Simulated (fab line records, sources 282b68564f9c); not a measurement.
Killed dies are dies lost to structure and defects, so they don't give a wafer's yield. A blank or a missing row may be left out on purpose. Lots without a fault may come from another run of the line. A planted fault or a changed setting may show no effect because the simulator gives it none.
fab line records | flow rit_cmos
record lots=5 wafers=15 last_day=7
route steps=202 shown ACTIVE@1 M1@202
lots that met no fault: from a run of the same line without faults
start_h: hours from the record's first day to the start of the lot's first wafer shown | wait_h: hours since the lot's step before | " the same as in the row above | L1.1+2: a row that stands for several wafers | - no value, or no start given | * or withheld: withheld | < > ~ a bound
route shown NAME@n: a module of which the file shows steps, and the number in the route of the first | usual: mean/standard deviation of fault-free wafers | same: alike in all rows | chamber/n: place in a boat | sites: the reading at each site | _std_site: their standard deviation | _edge_site: outer sites' mean less inner sites' | radius_mm: how far each site lies from the wafer's centre | mask NAME#n: copy n | behind: the tool/chamber that last shaped the wafer | hold: why the lot was held/for how many hours/how that ended | device: the transistor (n, p or np) that didn't switch | end of line: the same wafers' tests at the end of the route | a step without rows: its recipe alone | killed: dies lost to structure and defects at the first sort, not the wafer's yield | map: a wafer's dies, x killed, . not, _ none there
set.NAME: the setting as run; set.NAME@STEP: as run at that earlier step | model.NAME: the simulator's own value behind a step, which no gauge read
lots at some steps of the route; a table a step, a row a wafer
services: from which hour (start_h, from the record's first day; less than 0 if before it) a tool's chamber was out of use, for how many hours, and why
## steps
# step RIT_ACTIVE_BOW_MEAS_00
# recipe mode=bow
# usual INCOMING_BOW=1/5.7
# columns lot.wafer tool chamber start_h wait_h INCOMING_BOW[um]
L705.2 film_metro-04 - 35.02 - -3
L705.5 " - " " -2
L705.6 " - " " -6
L708.4 film_metro-01 - 50.06 - 7
L708.5 " - " " -4
L708.6 " - " " 15
L710.1 film_metro-02 - 60.00 - 8
L710.5 " - " " -1
L710.6 " - " " 6
L714.2 film_metro-02 - 80.02 - 2
L714.3 " - " " -1
L714.4 " - " " 7
L719.2 film_metro-01 - 105.02 - 5
L719.4 " - " " 1
L719.6 " - " " 0
# step RIT_ACTIVE_OXIDATION_01
# recipe temp_c=1000 ambient=O2 target_thk_a=468 ox_time_s=3360
# step RIT_ACTIVE_THK_MEAS_02
# recipe reads=SiO2_of_ACTIVE_OXIDATION_01
# usual ACTIVE_OXIDE_THK=47.0/0.94
# columns lot.wafer tool chamber start_h wait_h ACTIVE_OXIDE_THK[nm]
L705.2 film_metro-01 - 37.86 0.0 46.7
L705.5 " - " " 46.9
L705.6 " - " " 47.6
L708.4 film_metro-01 - 53.49 0.0 47.4
L708.5 " - " " 47.3
L708.6 " - " " 47.8
L710.1 film_metro-02 - 62.52 0.0 47.9
L710.5 " - " " 48.5
L710.6 " - " " 48.7
L714.2 film_metro-04 - 87.63 0.0 47.4
L714.3 " - " " 46.5
L714.4 " - " " 46.9
L719.2 film_metro-04 - 107.36 0.0 46.3
L719.4 " - " " 46.9
L719.6 " - " " 46.7
# step RIT_ACTIVE_CVD_03
# recipe material=Si3N4 target_thk_nm=150 temp_c=810 precursor=SiH2Cl2/NH3 time_s=1500 pressure_mtorr=300 sih2cl2_flow_sccm=60 nh3_flow_sccm=150
# step RIT_ACTIVE_THK_MEAS_04
# recipe reads=Si3N4_of_ACTIVE_CVD_03
# usual ACTIVE_NITRIDE_THK=149.4/1.4
# columns lot.wafer tool chamber start_h wait_h ACTIVE_NITRIDE_THK[nm]
L705.2 film_metro-04 - 39.34 0.0 147.9
L705.5 " - " " 148.0
L705.6 " - " " 148.1
L708.4 film_metro-04 - 55.67 0.0 149.7
L708.5 " - " " 149.6
L708.6 " - " " 149.7
L710.1 film_metro-01 - 63.99 0.0 148.8
L710.5 " - " " 150.4
L710.6 " - " " 149.1
L714.2 film_metro-01 - 89.11 0.0 148.4
L714.3 " - " " 148.1
L714.4 " - " " 148.2
L719.2 film_metro-01 - 108.84 0.0 149.0
L719.4 " - " " 148.5
L719.6 " - " " 147.8
# step RIT_ACTIVE_HMDS_05
# recipe prime_time_s=60 prime_temp_c=140
# step RIT_ACTIVE_COAT_06
# recipe resist=NOVOLAK spin_rpm=3250 resist_thk_nm=995
# step RIT_ACTIVE_SOFTBAKE_07
# recipe resist=NOVOLAK temp_c=90 time_s=60
# step RIT_ACTIVE_EXPOSE_08
# recipe mask_id=M1 na=0.6 source_shape=conventional sigma_outer=0.6 target_cd_nm=1400 dose_mj=225
# step RIT_ACTIVE_PEB_09
# recipe resist=NOVOLAK temp_c=withheld time_s=withheld
# step RIT_ACTIVE_DEVELOP_10
# recipe resist=NOVOLAK develop_time_s=50 dev_temp_c=23
# columns lot.wafer tool chamber start_h wait_h
L705.2+5+6 litho_track-03 0 40 -
L708.4+5+6 litho_track-03 0 56 -
L710.1+5+6 litho_track-03 0 64 -
L714.2+3+4 litho_track-04 0 90 -
L719.2+4+6 litho_track-04 0 109 -
# step RIT_ACTIVE_CD_MEAS_11
# recipe target_cd_nm=1400
# usual cd_nm=1399.8/2.2
# columns lot.wafer tool chamber start_h wait_h cd_nm
L705.2 cd_sem-02 - 40.36 - 1399.7
L705.5 " - " " 1399.5
L705.6 " - " " 1397.5
L708.4 cd_sem-02 - 56.74 - 1400.2
L708.5 " - " " 1402.3
L708.6 " - " " 1400.2
L710.1 cd_sem-01 - 64.93 - 1376.0
L710.5 " - " " 1379.0
L710.6 " - " " 1377.3
L714.2 cd_sem-02 - 90.16 - 1396.6
L714.3 " - " " 1396.0
L714.4 " - " " 1396.6
L719.2 cd_sem-02 - 109.90 - 1397.9
L719.4 " - " " 1401.7
L719.6 " - " " 1399.8
# step RIT_ACTIVE_HARDBAKE_12
# recipe resist=NOVOLAK temp_c=140 time_s=60
# step RIT_ACTIVE_ETCH_13
# recipe stop_on=SiO2 chemistry=SF6 target=Si3N4 time_s=210 over_etch_frac=0.4 SF6_flow_sccm=200 pressure_mtorr=260 rf_w=125 target_depth_a=2100
# usual SF6_flow_sccm=199.9/0.55 chamber_pressure_mTorr=260.02/0.27 drypump_motor_current_A=5.5/0.38 oes_product_au=0.818/0.014 throttle_valve_pct=7.47/0.11
# columns lot.wafer tool chamber start_h wait_h SF6_flow_sccm chamber_pressure_mTorr drypump_motor_current_A oes_product_au rf_hours_counter_h throttle_valve_pct model.ACTIVE.cd_nm
L705.2 rie_diel-01 3 40.61 0.1 199.8 259.85 5.4 0.804 78 7.46 1400
L705.5 " 2 " " 200.3 260.22 5.9 0.808 - 7.45 1399
L705.6 " 3 " " 199.8 260.11 5.4 0.802 - 7.44 1398
L708.4 rie_diel-01 0 56.95 0.1 200.1 259.70 5.1 0.831 3 7.38 1400
L708.5 " 1 " " 198.9 259.86 5.5 0.831 - 7.49 1402
L708.6 " 2 " " 199.8 260.34 5.9 0.817 - 7.44 1400
L710.1 rie_diel-04 2 65.20 0.1 198.8 260.04 5.8 0.804 7 7.77 1376
L710.5 " 1 " " 199.3 260.00 4.9 0.833 - 7.45 1379
L710.6 " 2 " " 199.6 260.05 5.8 0.804 - 7.75 1377
L714.2 rie_diel-01 0 90.41 0.1 200.4 259.84 5.0 0.832 4 7.41 1397
L714.3 " 1 " " 199.0 259.92 5.5 0.814 157 7.49 1396
L714.4 " 0 " " 200.6 259.93 5.0 0.831 - 7.38 1397
L719.2 rie_diel-03 2 110.29 0.1 200.2 260.14 6.1 0.814 0 7.29 1398
L719.4 " 1 " " 199.1 259.69 5.3 0.801 - 7.41 1401
L719.6 " 1 " " 199.2 260.23 5.3 0.808 - 7.41 1400
# step RIT_ACTIVE_STRIP_14
# recipe chemistry=O2 time_s=180 resist=NOVOLAK platen_temp_c=withheld power_w=500 pressure_mtorr=4000 o2_flow_sccm=4000
# usual chamber_pressure_mTorr=4000/3.7 drypump_motor_current_A=5.9/0.41
# columns lot.wafer tool chamber start_h wait_h chamber_pressure_mTorr drypump_motor_current_A rf_hours_counter_h
L705.2 plasma_asher-02 1 40.74 0.1 3998 5.5 40
L705.5 " 1 " " 3998 5.4 -
L705.6 " 0 " " 3995 6.0 -
L708.4 plasma_asher-02 1 57.14 0.1 4000 5.4 -
L708.5 " 0 " " 3993 6.0 -
L708.6 " 1 " " 4000 5.5 -
L710.1 plasma_asher-01 1 65.34 0.1 4004 6.5 42
L710.5 " 1 " " 4003 6.5 -
L710.6 " 0 " " 4002 5.4 -
L714.2 plasma_asher-01 0 90.54 0.1 3997 5.4 46
L714.3 " 1 " " 3992 6.5 -
L714.4 " 0 " " 3997 5.4 -
L719.2 plasma_asher-03 0 110.49 0.1 4001 5.9 47
L719.4 " 0 " " 4001 5.8 -
L719.6 " 1 " " 3999 5.7 -
# step RIT_M1_PROBE_99
# usual killed_at_M0_to_M3=0.0/0.2 killed_at_contacts=0.0/0.2 killed_at_front_end=6.8/2.9 killed_dies=6.8/2.9 killed_open=3.3/1.9 killed_short=3.5/2
# same gross_dies=264 killed_at_M4_up=0 killed_at_back_side=0 killed_at_other=0
# columns lot.wafer tool chamber start_h wait_h killed_at_M0_to_M3 killed_at_contacts killed_at_front_end killed_dies killed_open killed_short
L705.2 prober-02 - 87.85 0.1 0 0 6 6 5 1
L705.5 prober-02 - 88.00 0.2 0 0 7 7 3 4
L705.6 prober-02 - 88.05 0.2 0 0 8 8 5 3
L708.4 prober-01 - 103.55 0.5 0 0 4 4 2 2
L708.5 prober-01 - 103.60 0.5 1 0 5 6 2 4
L708.6 prober-01 - 103.65 0.6 0 1 2 3 1 2
L710.1 prober-02 - 116.70 0.1 0 0 9 9 3 6
L710.5 prober-02 - 116.90 0.2 0 0 7 7 5 2
L710.6 prober-02 - 116.95 0.2 0 0 10 10 4 6
L714.2 prober-01 - 143.81 0.1 0 0 7 7 3 4
L714.3 prober-01 - 143.86 0.2 0 0 4 4 3 0
L714.4 prober-01 - 143.91 0.2 0 1 4 5 2 3
L719.2 prober-02 - 158.89 0.1 0 0 6 6 2 4
L719.4 prober-02 - 158.99 0.2 0 0 4 4 2 2
L719.6 prober-02 - 159.09 0.2 0 0 6 6 3 3
# killed by level:class
L705.2 GATE:geometric_particle:open=5 GATE:geometric_particle:short=1
L705.5 GATE:geometric_particle:short=3 GATE:geometric_particle:open=2 FOX2:geometric_particle:short=1 SILICIDE:geometric_particle:open=1
L705.6 SILICIDE:geometric_particle:open=2 SILICIDE:geometric_particle:short=2 FOX1:geometric_particle:short=1 FOX1:geometric_particle:open=1 REOX:geometric_particle:open=1 SPACER:geometric_particle:open=1
L708.4 FOX1:geometric_particle:short=1 FOX1:geometric_particle:open=1 GATE:geometric_particle:open=1 SPACER:geometric_particle:short=1
L708.5 FOX1:geometric_particle:short=1 GATE:geometric_particle:short=1 REOX:geometric_particle:short=1 REOX:geometric_particle:open=1 SPACER:geometric_particle:open=1 M1:geometric_particle:short=1
L708.6 GATE:geometric_particle:short=1 SPACER:geometric_particle:short=1 CONTACT:geometric_particle:open=1
L710.1 FOX2:geometric_particle:short=2 GATE:geometric_particle:short=2 SILICIDE:geometric_particle:open=2 REOX:geometric_particle:short=1 SPACER:geometric_particle:open=1 SILICIDE:geometric_particle:short=1
L710.5 GATE:geometric_particle:open=2 FOX2:geometric_particle:open=1 GATE:geometric_particle:short=1 REOX:geometric_particle:open=1 REOX:geometric_particle:short=1 SPACER:geometric_particle:open=1
L710.6 GATE:geometric_particle:short=3 FOX2:geometric_particle:short=2 FOX2:geometric_particle:open=1 GATE:geometric_particle:open=1 SPACER:geometric_particle:open=1 SILICIDE:geometric_particle:short=1 SILICIDE:geometric_particle:open=1
L714.2 FOX1:geometric_particle:short=2 FOX1:geometric_particle:open=1 GATE:geometric_particle:open=1 REOX:geometric_particle:open=1 SPACER:geometric_particle:short=1 SILICIDE:geometric_particle:short=1
L714.3 GATE:geometric_particle:open=2 SPACER:geometric_particle:open=1 NWELL:coat_microbubble_printed=1
L714.4 FOX1:geometric_particle:short=2 FOX1:geometric_particle:open=1 REOX:geometric_particle:short=1 CONTACT:geometric_particle:open=1
L719.2 GATE:geometric_particle:short=3 GATE:geometric_particle:open=2 SILICIDE:geometric_particle:short=1
L719.4 GATE:geometric_particle:short=1 SPACER:geometric_particle:short=1 SPACER:geometric_particle:open=1 SILICIDE:geometric_particle:open=1
L719.6 FOX1:geometric_particle:short=1 FOX1:geometric_particle:open=1 SPACER:geometric_particle:short=1 SPACER:geometric_particle:open=1 SILICIDE:geometric_particle:open=1 SILICIDE:geometric_particle:short=1
## services
# columns tool chamber start_h hours kind
rie_diel-04 - 47.35 2.8 pm
rie_diel-03 - 72.23 0.4 repair
plasma_asher-02 - 72.88 49.5 pm
rie_diel-03 2 76.22 - clean
rie_diel-03 2 76.22 24.6 scheduled_down
rie_diel-03 2 76.22 24.6 vent_cycle
rie_diel-01 2 84.55 14.7 repair
plasma_asher-03 - 91.42 15.0 pm
rie_diel-03 3 100.78 - clean
rie_diel-03 3 100.78 16.7 scheduled_down
rie_diel-03 3 100.78 16.7 vent_cycle
rie_diel-03 0 103.13 20.8 repair
plasma_asher-01 - 106.39 14.1 pm
rie_diel-04 2 109.09 2.8 repair
## key
first_sign step=RIT_ACTIVE_CD_MEAS_11 reading=cd_nm direction=down sigmas=10 usual=1399.8 struck=1377.4 through=control_loop
effect none on later readings
model_effect step=RIT_ACTIVE_ETCH_13 value=ACTIVE.cd_nm without=1399 struck=1377
met_at RIT_ACTIVE_DEVELOP_10
struck_wafers L710.1,L710.5,L710.6
tester_left_out L710
loop_trim step=RIT_ACTIVE_EXPOSE_08 setting=dose lots=L710
onset_between 56 64
fault kind=process_parameter_drift tool=litho_track-03 chamber=- onset_h=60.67 steps=RIT_ACTIVE_DEVELOP_10 channel=develop_time_s offset=* shape=step end_h=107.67 acts_in=* stated=*
# tester_left_out: of these lots the tester's yield and bins aren't shown, on N5 and GAA mostly nor the transistor test; their killed dies are dies lost to structure and defects alone, not to doping, threshold or leakage, so they don't give the yield
# loop_trim: a control loop set the setting to another value than it would have without faults
